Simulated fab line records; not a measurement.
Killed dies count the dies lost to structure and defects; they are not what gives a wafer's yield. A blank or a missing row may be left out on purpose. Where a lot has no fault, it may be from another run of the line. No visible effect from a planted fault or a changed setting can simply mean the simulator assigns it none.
Which tool was responsible? || flow berkeley-cmos170 || 14 lots with 42 wafers sampled at 7 steps, on a route of 331 steps

== WHAT THE GAUGES READ, wafer by wafer ==
UCB170_PSD_TW_MEAS_10.
{"lot": "L798", "measured": "day 6 09:48", "on": "film-metro-04", "PSD_TW": "2349 2348 2341"}
{"lot": "L799", "measured": "day 6 09:35", "on": "film-metro-02", "PSD_TW": "2314 2316 2329"}
{"lot": "L800", "measured": "day 6 12:14", "on": "film-metro-02", "PSD_TW": "2334 2324 2334"}
{"lot": "L803", "measured": "day 7 07:28", "on": "film-metro-02", "PSD_TW": "2312 2319 2330"}
{"lot": "L801", "measured": "day 7 07:49", "on": "film-metro-03", "PSD_TW": "2356 2361 2353"}
{"lot": "L805", "measured": "day 7 17:58", "on": "film-metro-03", "PSD_TW": "2343 2334 2344"}
{"lot": "L804", "measured": "day 7 18:20", "on": "film-metro-04", "PSD_TW": "2346 2349 2342"}
{"lot": "L806", "measured": "day 8 06:59", "on": "film-metro-04", "PSD_TW": "2345 2358 2361"}
{"lot": "L814", "measured": "day 10 05:55", "on": "film-metro-02", "PSD_TW": "2139 2146 2149"}
{"lot": "L818", "measured": "day 10 15:32", "on": "film-metro-03", "PSD_TW": "2364 2368 2361"}
{"lot": "L816", "measured": "day 10 15:52", "on": "film-metro-04", "PSD_TW": "2171 2163 2169"}
{"lot": "L817", "measured": "day 10 16:07", "on": "film-metro-02", "PSD_TW": "2312 2302 2304"}
{"lot": "L819", "measured": "day 11 01:02", "on": "film-metro-04", "PSD_TW": "2337 2326 2340"}
{"lot": "L820", "measured": "day 11 10:47", "on": "film-metro-04", "PSD_TW": "2335 2335 2327"}

UCB170_NSD_TW_MEAS_10.
{"lot": "L798", "measured": "day 6 13:13", "on": "film-metro-03", "NSD_TW": "4217 4224 4225"}
{"lot": "L799", "measured": "day 6 11:19", "on": "film-metro-03", "NSD_TW": "4208 4235 4234"}
{"lot": "L800", "measured": "day 6 14:12", "on": "film-metro-02", "NSD_TW": "4152 4137 4167"}
{"lot": "L803", "measured": "day 7 10:15", "on": "film-metro-04", "NSD_TW": "4209 4189 4202"}
{"lot": "L801", "measured": "day 7 10:42", "on": "film-metro-03", "NSD_TW": "4192 4179 4182"}
{"lot": "L805", "measured": "day 7 19:56", "on": "film-metro-03", "NSD_TW": "4200 4193 4197"}
{"lot": "L804", "measured": "day 7 20:22", "on": "film-metro-03", "NSD_TW": "4214 4194 4206"}
{"lot": "L806", "measured": "day 8 09:44", "on": "film-metro-02", "NSD_TW": "4164 4155 4146"}
{"lot": "L814", "measured": "day 10 07:32", "on": "film-metro-03", "NSD_TW": "4238 4222 4215"}
{"lot": "L818", "measured": "day 10 17:02", "on": "film-metro-03", "NSD_TW": "4224 4233 4226"}
{"lot": "L816", "measured": "day 10 17:49", "on": "film-metro-04", "NSD_TW": "4194 4190 4174"}
{"lot": "L817", "measured": "day 10 18:04", "on": "film-metro-04", "NSD_TW": "4190 4198 4219"}
{"lot": "L819", "measured": "day 11 02:49", "on": "film-metro-02", "NSD_TW": "4145 4122 4149"}
{"lot": "L820", "measured": "day 11 12:32", "on": "film-metro-03", "NSD_TW": "4194 4215 4194"}

UCB170_SDANNEAL_RS_MEAS_02: measurement is done with a four-point probe.
{"lot": "L798", "measured": "day 6 14:27", "on": "film-metro-02", "PSD_RS (ohm/sq)": "75.6 76.0 75.9"}
{"lot": "L799", "measured": "day 6 13:50", "on": "film-metro-03", "PSD_RS (ohm/sq)": "75.8 76.2 75.9"}
{"lot": "L800", "measured": "day 6 15:34", "on": "film-metro-04", "PSD_RS (ohm/sq)": "75.0 75.2 75.2"}
{"lot": "L803", "measured": "day 7 11:40", "on": "film-metro-04", "PSD_RS (ohm/sq)": "75.8 75.7 76.0"}
{"lot": "L801", "measured": "day 7 12:07", "on": "film-metro-02", "PSD_RS (ohm/sq)": "75.0 74.7 74.8"}
{"lot": "L805", "measured": "day 7 21:02", "on": "film-metro-03", "PSD_RS (ohm/sq)": "75.4 75.2 75.3"}
{"lot": "L804", "measured": "day 7 21:30", "on": "film-metro-02", "PSD_RS (ohm/sq)": "75.4 75.4 75.5"}
{"lot": "L806", "measured": "day 8 11:56", "on": "film-metro-04", "PSD_RS (ohm/sq)": "75.4 75.0 75.3"}
{"lot": "L814", "measured": "day 10 08:53", "on": "film-metro-02", "PSD_RS (ohm/sq)": "79.2 79.0 79.2"}
{"lot": "L818", "measured": "day 10 18:17", "on": "film-metro-03", "PSD_RS (ohm/sq)": "75.8 75.9 76.1"}
{"lot": "L816", "measured": "day 10 21:09", "on": "film-metro-02", "PSD_RS (ohm/sq)": "79.2 79.5 79.2"}
{"lot": "L817", "measured": "day 10 21:07", "on": "film-metro-04", "PSD_RS (ohm/sq)": "75.6 75.9 75.6"}
{"lot": "L819", "measured": "day 11 04:11", "on": "film-metro-03", "PSD_RS (ohm/sq)": "75.7 75.9 75.6"}
{"lot": "L820", "measured": "day 11 13:38", "on": "film-metro-02", "PSD_RS (ohm/sq)": "75.4 75.4 75.5"}

== TOOL THAT RAN EACH LOT (tool first, then ch and the chambers of the sampled wafers, then the start) ==
{"lot": "L798", "UCB170_SPACER_CVD_00": "pecvd-02 ch 1,2, day 6 04:55", "UCB170_PSD_IMPLANT_08": "implanter-01 ch 0, day 6 09:33", "UCB170_PSD_STRIP_09": "plasma-asher-01 ch 0, day 6 09:42", "UCB170_BACKSIDE_STRIP_03": "plasma-asher-04 ch 0,1, day 6 13:55"}
{"lot": "L799", "UCB170_SPACER_CVD_00": "pecvd-03 ch 0,1, day 6 06:00", "UCB170_PSD_IMPLANT_08": "implanter-01 ch 0, day 6 09:20", "UCB170_PSD_STRIP_09": "plasma-asher-02 ch 0,1, day 6 09:29", "UCB170_BACKSIDE_STRIP_03": "plasma-asher-01 ch 0,1, day 6 12:15"}
{"lot": "L800", "UCB170_SPACER_CVD_00": "pecvd-02 ch 1,2, day 6 06:26", "UCB170_PSD_IMPLANT_08": "implanter-01 ch 0, day 6 11:59", "UCB170_PSD_STRIP_09": "plasma-asher-01 ch 0,1, day 6 12:08", "UCB170_BACKSIDE_STRIP_03": "plasma-asher-04 ch 0,1, day 6 15:02"}
{"lot": "L803", "UCB170_SPACER_CVD_00": "pecvd-03 ch 0,2, day 7 02:14", "UCB170_PSD_IMPLANT_08": "implanter-02 ch 0, day 7 07:14", "UCB170_PSD_STRIP_09": "plasma-asher-04 ch 0,1, day 7 07:23", "UCB170_BACKSIDE_STRIP_03": "plasma-asher-04 ch 0,1, day 7 11:16"}
{"lot": "L801", "UCB170_SPACER_CVD_00": "pecvd-01 ch 0,1, day 7 03:05", "UCB170_PSD_IMPLANT_08": "implanter-04 ch 0, day 7 07:34", "UCB170_PSD_STRIP_09": "plasma-asher-02 ch 0,1, day 7 07:42", "UCB170_BACKSIDE_STRIP_03": "plasma-asher-04 ch 0, day 7 11:41"}
{"lot": "L805", "UCB170_SPACER_CVD_00": "pecvd-03 ch 0,1, day 7 11:38", "UCB170_PSD_IMPLANT_08": "implanter-04 ch 0, day 7 17:43", "UCB170_PSD_STRIP_09": "plasma-asher-01 ch 0, day 7 17:51", "UCB170_BACKSIDE_STRIP_03": "plasma-asher-04 ch 0,1, day 7 20:37"}
{"lot": "L804", "UCB170_SPACER_CVD_00": "pecvd-01 ch 0,1, day 7 11:49", "UCB170_PSD_IMPLANT_08": "implanter-01 ch 0, day 7 18:05", "UCB170_PSD_STRIP_09": "plasma-asher-02 ch 0,1, day 7 18:13", "UCB170_BACKSIDE_STRIP_03": "plasma-asher-03 ch 0,1, day 7 21:05"}
{"lot": "L806", "UCB170_SPACER_CVD_00": "pecvd-01 ch 1,2, day 7 22:23", "UCB170_PSD_IMPLANT_08": "implanter-04 ch 0, day 8 06:46", "UCB170_PSD_STRIP_09": "plasma-asher-02 ch 0,1, day 8 06:54", "UCB170_BACKSIDE_STRIP_03": "plasma-asher-03 ch 0,1, day 8 11:32"}
{"lot": "L814", "UCB170_SPACER_CVD_00": "pecvd-02 ch 0,2, day 9 21:44", "UCB170_PSD_IMPLANT_08": "implanter-04 ch 0, day 10 05:42", "UCB170_PSD_STRIP_09": "plasma-asher-04 ch 0,1, day 10 05:50", "UCB170_BACKSIDE_STRIP_03": "plasma-asher-03 ch 0,1, day 10 08:28"}
{"lot": "L818", "UCB170_SPACER_CVD_00": "pecvd-01 ch 0,1,2, day 10 09:25", "UCB170_PSD_IMPLANT_08": "implanter-01 ch 0, day 10 15:19", "UCB170_PSD_STRIP_09": "plasma-asher-01 ch 0,1, day 10 15:26", "UCB170_BACKSIDE_STRIP_03": "plasma-asher-01 ch 0,1, day 10 17:52"}
{"lot": "L816", "UCB170_SPACER_CVD_00": "pecvd-03 ch 1,2, day 10 09:36", "UCB170_PSD_IMPLANT_08": "implanter-04 ch 0, day 10 15:38", "UCB170_PSD_STRIP_09": "plasma-asher-04 ch 0,1, day 10 15:46", "UCB170_BACKSIDE_STRIP_03": "plasma-asher-01 ch 0,1, day 10 20:44"}
{"lot": "L817", "UCB170_SPACER_CVD_00": "pecvd-01 ch 0,1, day 10 10:02", "UCB170_PSD_IMPLANT_08": "implanter-01 ch 0, day 10 15:52", "UCB170_PSD_STRIP_09": "plasma-asher-02 ch 0,1, day 10 16:01", "UCB170_BACKSIDE_STRIP_03": "plasma-asher-03 ch 0,1, day 10 20:43"}
{"lot": "L819", "UCB170_SPACER_CVD_00": "pecvd-03 ch 1,2, day 10 18:19", "UCB170_PSD_IMPLANT_08": "implanter-01 ch 0, day 11 00:47", "UCB170_PSD_STRIP_09": "plasma-asher-01 ch 0,1, day 11 00:56", "UCB170_BACKSIDE_STRIP_03": "plasma-asher-01 ch 0,1, day 11 03:47"}
{"lot": "L820", "UCB170_SPACER_CVD_00": "pecvd-03 ch 0,2, day 11 04:29", "UCB170_PSD_IMPLANT_08": "implanter-01 ch 0, day 11 10:32", "UCB170_PSD_STRIP_09": "plasma-asher-04 ch 0,1, day 11 10:41", "UCB170_BACKSIDE_STRIP_03": "plasma-asher-04 ch 0,1, day 11 13:13"}
- UCB170_SPACER_CVD_00: deposits SiO2 from TEOS/O2, target thk 376 nm, time 47 s.
- UCB170_PSD_IMPLANT_08
- UCB170_PSD_STRIP_09: strips in O2.
- UCB170_BACKSIDE_STRIP_03: strips in O2.

== WHAT THE TOOLS THEMSELVES READ (means of the sampled wafers that have a number; where no wafer has one, the mark that the record gives instead) ==
UCB170_SPACER_CVD_00.
{"lot": "L798", "tool": "pecvd-02", "heater-power-w (W)": 304}
{"lot": "L799", "tool": "pecvd-03", "heater-power-w (W)": 252}
{"lot": "L800", "tool": "pecvd-02", "heater-power-w (W)": 308}
{"lot": "L803", "tool": "pecvd-03", "heater-power-w (W)": 368}
{"lot": "L801", "tool": "pecvd-01", "heater-power-w (W)": 274}
{"lot": "L805", "tool": "pecvd-03", "heater-power-w (W)": 241}
{"lot": "L804", "tool": "pecvd-01", "heater-power-w (W)": 274}
{"lot": "L806", "tool": "pecvd-01", "heater-power-w (W)": 215}
{"lot": "L814", "tool": "pecvd-02", "heater-power-w (W)": 294}
{"lot": "L818", "tool": "pecvd-01", "heater-power-w (W)": 263}
{"lot": "L816", "tool": "pecvd-03", "heater-power-w (W)": 302}
{"lot": "L817", "tool": "pecvd-01", "heater-power-w (W)": 266}
{"lot": "L819", "tool": "pecvd-03", "heater-power-w (W)": 285}
{"lot": "L820", "tool": "pecvd-03", "heater-power-w (W)": 291}

UCB170_PSD_IMPLANT_08.
{"lot": "L798", "tool": "implanter-01", "beam-energy-keV": 19.997}
{"lot": "L799", "tool": "implanter-01", "beam-energy-keV": 19.997}
{"lot": "L800", "tool": "implanter-01", "beam-energy-keV": 20.003}
{"lot": "L803", "tool": "implanter-02", "beam-energy-keV": 19.994}
{"lot": "L801", "tool": "implanter-04", "beam-energy-keV": 19.993}
{"lot": "L805", "tool": "implanter-04", "beam-energy-keV": 20.010}
{"lot": "L804", "tool": "implanter-01", "beam-energy-keV": 20.001}
{"lot": "L806", "tool": "implanter-04", "beam-energy-keV": 19.998}
{"lot": "L814", "tool": "implanter-04", "beam-energy-keV": 14.434}
{"lot": "L818", "tool": "implanter-01", "beam-energy-keV": 20.000}
{"lot": "L816", "tool": "implanter-04", "beam-energy-keV": 14.445}
{"lot": "L817", "tool": "implanter-01", "beam-energy-keV": 19.992}
{"lot": "L819", "tool": "implanter-01", "beam-energy-keV": 19.995}
{"lot": "L820", "tool": "implanter-01", "beam-energy-keV": 20.005}

UCB170_PSD_STRIP_09.
{"lot": "L798", "tool": "plasma-asher-01", "chamber-pressure-mTorr (mTorr)": 3503.0, "drypump-motor-current-A (A)": 5.4, "oes-product-au (a.u.)": 0.598, "strip-time-to-endpoint-s (s)": 29.42}
{"lot": "L799", "tool": "plasma-asher-02", "chamber-pressure-mTorr (mTorr)": 3501.1, "drypump-motor-current-A (A)": 6.0, "oes-product-au (a.u.)": 0.601, "strip-time-to-endpoint-s (s)": 29.42}
{"lot": "L800", "tool": "plasma-asher-01", "chamber-pressure-mTorr (mTorr)": 3496.5, "drypump-motor-current-A (A)": 5.2, "oes-product-au (a.u.)": 0.600, "strip-time-to-endpoint-s (s)": 29.53}
{"lot": "L803", "tool": "plasma-asher-04", "chamber-pressure-mTorr (mTorr)": 3501.1, "drypump-motor-current-A (A)": 5.4, "oes-product-au (a.u.)": 0.603, "strip-time-to-endpoint-s (s)": 29.58}
{"lot": "L801", "tool": "plasma-asher-02", "chamber-pressure-mTorr (mTorr)": 3498.9, "drypump-motor-current-A (A)": 6.4, "oes-product-au (a.u.)": 0.596, "strip-time-to-endpoint-s (s)": 29.54}
{"lot": "L805", "tool": "plasma-asher-01", "chamber-pressure-mTorr (mTorr)": 3501.2, "drypump-motor-current-A (A)": 5.4, "oes-product-au (a.u.)": 0.604, "strip-time-to-endpoint-s (s)": 29.52}
{"lot": "L804", "tool": "plasma-asher-02", "chamber-pressure-mTorr (mTorr)": 3499.1, "drypump-motor-current-A (A)": 6.1, "oes-product-au (a.u.)": 0.597, "strip-time-to-endpoint-s (s)": 29.52}
{"lot": "L806", "tool": "plasma-asher-02", "chamber-pressure-mTorr (mTorr)": 3501.2, "drypump-motor-current-A (A)": 6.0, "oes-product-au (a.u.)": 0.601, "strip-time-to-endpoint-s (s)": 29.60}
{"lot": "L814", "tool": "plasma-asher-04", "chamber-pressure-mTorr (mTorr)": 3499.8, "drypump-motor-current-A (A)": 5.4, "oes-product-au (a.u.)": 0.636, "strip-time-to-endpoint-s (s)": 26.98}
{"lot": "L818", "tool": "plasma-asher-01", "chamber-pressure-mTorr (mTorr)": 3499.1, "drypump-motor-current-A (A)": 5.1, "oes-product-au (a.u.)": 0.603, "strip-time-to-endpoint-s (s)": 29.30}
{"lot": "L816", "tool": "plasma-asher-04", "chamber-pressure-mTorr (mTorr)": 3498.3, "drypump-motor-current-A (A)": 5.5, "oes-product-au (a.u.)": 0.634, "strip-time-to-endpoint-s (s)": 26.98}
{"lot": "L817", "tool": "plasma-asher-02", "chamber-pressure-mTorr (mTorr)": 3499.6, "drypump-motor-current-A (A)": 6.4, "oes-product-au (a.u.)": 0.600, "strip-time-to-endpoint-s (s)": 29.45}
{"lot": "L819", "tool": "plasma-asher-01", "chamber-pressure-mTorr (mTorr)": 3496.7, "drypump-motor-current-A (A)": 5.1, "oes-product-au (a.u.)": 0.601, "strip-time-to-endpoint-s (s)": 29.44}
{"lot": "L820", "tool": "plasma-asher-04", "chamber-pressure-mTorr (mTorr)": 3499.3, "drypump-motor-current-A (A)": 5.4, "oes-product-au (a.u.)": 0.602, "strip-time-to-endpoint-s (s)": 29.36}

UCB170_BACKSIDE_STRIP_03.
{"lot": "L798", "tool": "plasma-asher-04", "chamber-pressure-mTorr (mTorr)": 3498, "drypump-motor-current-A (A)": 5.48, "oes-product-au (a.u.)": 0.736, "strip-time-to-endpoint-s (s)": 22.03}
{"lot": "L799", "tool": "plasma-asher-01", "chamber-pressure-mTorr (mTorr)": 3511, "drypump-motor-current-A (A)": 5.21, "oes-product-au (a.u.)": 0.737, "strip-time-to-endpoint-s (s)": 22.00}
{"lot": "L800", "tool": "plasma-asher-04", "chamber-pressure-mTorr (mTorr)": 3501, "drypump-motor-current-A (A)": 5.49, "oes-product-au (a.u.)": 0.735, "strip-time-to-endpoint-s (s)": 22.06}
{"lot": "L803", "tool": "plasma-asher-04", "chamber-pressure-mTorr (mTorr)": 3500, "drypump-motor-current-A (A)": 5.50, "oes-product-au (a.u.)": 0.736, "strip-time-to-endpoint-s (s)": 22.02}
{"lot": "L801", "tool": "plasma-asher-04", "chamber-pressure-mTorr (mTorr)": 3503, "drypump-motor-current-A (A)": 5.37, "oes-product-au (a.u.)": 0.733, "strip-time-to-endpoint-s (s)": 21.95}
{"lot": "L805", "tool": "plasma-asher-04", "chamber-pressure-mTorr (mTorr)": 3498, "drypump-motor-current-A (A)": 5.44, "oes-product-au (a.u.)": 0.735, "strip-time-to-endpoint-s (s)": 22.09}
{"lot": "L804", "tool": "plasma-asher-03", "chamber-pressure-mTorr (mTorr)": 3500, "drypump-motor-current-A (A)": 5.85, "oes-product-au (a.u.)": 0.735, "strip-time-to-endpoint-s (s)": 22.05}
{"lot": "L806", "tool": "plasma-asher-03", "chamber-pressure-mTorr (mTorr)": 3499, "drypump-motor-current-A (A)": 5.86, "oes-product-au (a.u.)": 0.738, "strip-time-to-endpoint-s (s)": 22.04}
{"lot": "L814", "tool": "plasma-asher-03", "chamber-pressure-mTorr (mTorr)": 3497, "drypump-motor-current-A (A)": 5.86, "oes-product-au (a.u.)": 0.737, "strip-time-to-endpoint-s (s)": 21.99}
{"lot": "L818", "tool": "plasma-asher-01", "chamber-pressure-mTorr (mTorr)": 3500, "drypump-motor-current-A (A)": 5.23, "oes-product-au (a.u.)": 0.735, "strip-time-to-endpoint-s (s)": 21.97}
{"lot": "L816", "tool": "plasma-asher-01", "chamber-pressure-mTorr (mTorr)": 3500, "drypump-motor-current-A (A)": 5.24, "oes-product-au (a.u.)": 0.735, "strip-time-to-endpoint-s (s)": 22.02}
{"lot": "L817", "tool": "plasma-asher-03", "chamber-pressure-mTorr (mTorr)": 3502, "drypump-motor-current-A (A)": 5.76, "oes-product-au (a.u.)": 0.732, "strip-time-to-endpoint-s (s)": 22.04}
{"lot": "L819", "tool": "plasma-asher-01", "chamber-pressure-mTorr (mTorr)": 3498, "drypump-motor-current-A (A)": 5.23, "oes-product-au (a.u.)": 0.733, "strip-time-to-endpoint-s (s)": 22.04}
{"lot": "L820", "tool": "plasma-asher-04", "chamber-pressure-mTorr (mTorr)": 3501, "drypump-motor-current-A (A)": 5.44, "oes-product-au (a.u.)": 0.732, "strip-time-to-endpoint-s (s)": 21.97}

== THE ANSWER, worked out from the rows above alone ==
Rule: what is usual is taken from the lots themselves. Put in order of their means at a reading, lots are off if they are a third of the lots or fewer, leave a main group of 4 or more, and stand apart from it by a gap of 3 or more times the standard deviation of the main group's means; of several such gaps the widest counts. Not used: any main group whose means are identical at the precision the tables above print for the reading. Also off: a lot with no number at a reading for which 4 or more lots have one. Where the step has rows for the other lots, those lots are counted as sound. After the gauges, taken in route order, come the tools' own readings; for these a lot's mean is taken, as printed above. The first step at which some lot is off is used, and at that step the reading that is off furthest; a lot without a number counts as furthest.
Off: at UCB170_PSD_TW_MEAS_10 (PSD_TW), L814, L816. The main group: mean 2338, standard deviation 16.
A tool fits if, at a process step before that reading, it ran every lot that is off, and no sound lot after the first of them. The gauges at UCB170_PSD_TW_MEAS_10 aren't tried: what is off there is off at UCB170_PSD_IMPLANT_08 too, on other tools, and a gauge's error can't cause that. One candidate fits, namely implanter-04 at UCB170_PSD_IMPLANT_08. A fault onset in the window from L806 (day 8 06:46, its last sound lot) to L814 (day 10 05:42, its first lot off) fits.
The tool's own readings at UCB170_PSD_IMPLANT_08 bear it out: on the lots that are off they differ by more than 5 times the standard deviation of the sound lots' means. beam-energy-keV reads 14.439 there against 19.999 on the sound lots.

== WHAT HAD BEEN PUT IN BY THE SIMULATOR ==
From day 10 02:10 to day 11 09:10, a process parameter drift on implanter-04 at UCB170_PSD_IMPLANT_08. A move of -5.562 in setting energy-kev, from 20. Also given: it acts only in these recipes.
Struck lots among those shown: L814, L816. This agrees with what the rule above found.
